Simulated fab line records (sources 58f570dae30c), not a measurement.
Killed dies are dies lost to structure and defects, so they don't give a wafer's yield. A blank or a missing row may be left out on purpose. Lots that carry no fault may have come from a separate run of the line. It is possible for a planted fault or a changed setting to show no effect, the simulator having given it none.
Struck lot and sound lot, side by side -- flow berkeley-cmos170 -- 14 steps out of a route of 331
Sound: the wafers L237.1, L237.5, L237.6. Wafers struck: L225.1, L225.2, L225.4. At the end, the cause is stated.
At each step with rows: each side's tool, then ch and its chambers, then its first start. Under that, the readings that differ: sound wafers -- struck wafers -- difference of the means -- sigmas: that difference in standard deviations of wafers without a fault.
alike: words and numbers the same on both sides, and readings whose means are apart by under 2 such deviations; not compared: readings that were withheld, readings missing a value for some wafer, numbers with overlapping values and no deviation given by the record, and bounds like >300 which may hide the same value.
Wherever a step has rows on one side only, a row that says differs or no value, or a row with sigmas, the two part there. Non-overlapping numbers with no deviation appear without sigmas and do not part them. A reading that every wafer of one side lacks parts them only if that side has two wafers or more.

first, 1 step without rows for these wafers: UCB170_PLDD_DEVELOP_05 (develop time 45 s).
UCB170_PLDD_CD_MEAS_06 targets a cd of 1200 nm.
  sound on cd-sem-01 at day 10 22:22; struck on cd-sem-02 at day 9 01:39
  alike: cd-nm
UCB170_PLDD_OVL_MEAS_07:
  sound on overlay-02 at day 10 22:29; struck on overlay-02 at day 9 01:46
  alike: PLDD_OVL
then, 2 steps without rows for these wafers: UCB170_PLDD_IMPLANT_08; UCB170_PLDD_IMPLANT_09.
UCB170_PLDD_STRIP_10: strips in O2.
  sound on plasma-asher-04 ch 0,1, day 10 22:50; struck on plasma-asher-01 ch 0,1, day 9 02:07
  alike: drypump-motor-current-A, oes-product-au, strip-time-to-endpoint-s
  not compared: rf-hours-counter-h
UCB170_PLDD_TW_MEAS_11:
  sound on film-metro-03 at day 10 22:56; struck on film-metro-04 at day 9 02:13
reading,sound,struck,difference,sigmas
PLDD_TW,1012 1007 1006,1028 1026 1030,+20,+2
then, 5 steps without rows for these wafers: UCB170_PLDD_CLEAN_12 (cleans in SPM, time 600 s); UCB170_NLDD_HMDS_00 (prime time 60 s); UCB170_NLDD_COAT_01 (resist thk 900 nm); UCB170_NLDD_SOFTBAKE_02 (time 60 s); UCB170_NLDD_EXPOSE_03 (exposes mask NSELECT, target cd 1200 nm).
UCB170_NLDD_PEB_04:
  struck on litho-track-02, day 9 03:34; sound on litho-track-04 ch 0, day 11 01:29
  no value came back on the struck wafers for chill-plate-temp-C (C), exhaust-pa (Pa); on the sound wafers chill-plate-temp-C (C) reads 23.08 23.07 23.11
then, 1 step without rows for these wafers: UCB170_NLDD_DEVELOP_05 (develop time 45 s).

== WHERE THEY PART ==
At UCB170_PLDD_TW_MEAS_11 first; at UCB170_NLDD_PEB_04 last (within this record only).

WHY: what had been put in by the simulator
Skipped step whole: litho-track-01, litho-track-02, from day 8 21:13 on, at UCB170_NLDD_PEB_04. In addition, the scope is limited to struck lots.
